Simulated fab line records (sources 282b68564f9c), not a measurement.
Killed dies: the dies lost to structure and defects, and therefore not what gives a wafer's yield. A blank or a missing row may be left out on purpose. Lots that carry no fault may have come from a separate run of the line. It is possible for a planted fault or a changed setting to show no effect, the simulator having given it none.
Split-lot experiment | flow rit cmos | on a route of 202 steps: 5 lots, 27 wafers read

## ON THE SPLIT
At RIT_ACTIVE_OXIDATION_01 (target thk 46.8 nm, ox time 3360 s), the setting ox time s was moved away from the recipe's 3360 s on 12 of the 27 wafers read, by -33.7% to +39.6%. This setting was run at the recipe's value on the other wafers.

Split to reading: the file shows no intervening step.

## THE READING
ACTIVE_OXIDE_THK, in nm, at RIT_ACTIVE_THK_MEAS_02. On this fab line, fault-free wafers typically give 46.6 nm with a standard deviation of 0.67 nm.

wafer  | tool, chamber at the split | ox time s as run, s | against the recipe | ACTIVE_OXIDE_THK, nm | against lot-mates on the recipe
L074.1 | -, -                       | 3360                | recipe             | 47.0                 | -
L074.2 | -, -                       | 3360                | recipe             | 47.2                 | -
L074.3 | -, -                       | 3360                | recipe             | 46.5                 | -
L074.4 | -, -                       | 3360                | recipe             | 47.3                 | -
L074.5 | -, -                       | 3360                | recipe             | 47.0                 | -
L074.6 | -, -                       | 3360                | recipe             | 47.2                 | -
L075.1 | -, -                       | 3360                | recipe             | 47.6                 | -
L075.2 | -, -                       | 3360                | recipe             | 47.6                 | -
L075.3 | -, -                       | 3360                | recipe             | 47.2                 | -
L075.4 | -, -                       | 3360                | recipe             | 46.1                 | -
L075.5 | -, -                       | 3360                | recipe             | 47.6                 | -
L075.6 | -, -                       | 3360                | recipe             | 47.3                 | -
L078.1 | -, -                       | 4690                | +39.6%             | 56.5                 | no lot-mate on the recipe
L078.2 | -, -                       | 4690                | +39.6%             | 57.5                 | no lot-mate on the recipe
L078.3 | -, -                       | 4690                | +39.6%             | 57.0                 | no lot-mate on the recipe
L078.4 | -, -                       | 4690                | +39.6%             | 57.0                 | no lot-mate on the recipe
L078.5 | -, -                       | 4690                | +39.6%             | 57.5                 | no lot-mate on the recipe
L078.6 | -, -                       | 4690                | +39.6%             | 57.6                 | no lot-mate on the recipe
L080.1 | -, -                       | 2227                | -33.7%             | 35.6                 | no lot-mate on the recipe
L080.2 | -, -                       | 2227                | -33.7%             | 36.4                 | no lot-mate on the recipe
L080.3 | -, -                       | 2227                | -33.7%             | 35.9                 | no lot-mate on the recipe
L080.4 | -, -                       | 2227                | -33.7%             | 37.0                 | no lot-mate on the recipe
L080.5 | -, -                       | 2227                | -33.7%             | 35.4                 | no lot-mate on the recipe
L080.6 | -, -                       | 2227                | -33.7%             | 36.4                 | no lot-mate on the recipe
L082.1 | furnace-03, 0              | 3360                | recipe             | 47.6                 | -
L082.2 | furnace-03, 0              | 3360                | recipe             | 46.9                 | -
L082.4 | furnace-03, 0              | 3360                | recipe             | 47.2                 | -

THE FIT
A straight line over all 27 wafers: ACTIVE_OXIDE_THK changes by +0.286 nm for each +1% of ox time s; r = +0.99; the points scatter about the line by 0.83 nm.
Too few moved wafers have a lot-mate on the recipe to fit a line with each lot's own level taken away.

## THE WHOLE CHAIN: every reading that the file lists as answering this split, in the file's order
step                    | what it does                                                        | reading                                                                             | change (the file's fit)               | r (the file's)
RIT_ACTIVE_OXIDATION_01 | target thk 46.8 nm, ox time 3360 s                                  | SiO2_of_ACTIVE_OXIDATION_01.thk nm (the simulator's own value, which no gauge read) | +0.286 nm for each +1% of the setting | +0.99
RIT_ACTIVE_THK_MEAS_02  |                                                                     | ACTIVE_OXIDE_THK                                                                    | +0.285 for each +1% of the setting    | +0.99
RIT_ACTIVE_ETCH_13      | etches Si3N4 in SF6, stops on SiO2, time 210 s, target depth 210 nm | SiO2_of_ACTIVE_OXIDATION_01.thk nm (the simulator's own value, which no gauge read) | +0.282 nm for each +1% of the setting | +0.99
RIT_FOX2_WET_ETCH_03    | etches Si3N4 in H3PO4, target depth 195 nm, time 2700 s             | SiO2_of_ACTIVE_OXIDATION_01.thk nm (the simulator's own value, which no gauge read) | +0.252 nm for each +1% of the setting | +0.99

## THE FILE'S OWN FIT
ACTIVE_OXIDE_THK changes by +0.285 nm for each +1% of ox time s, r = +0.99.
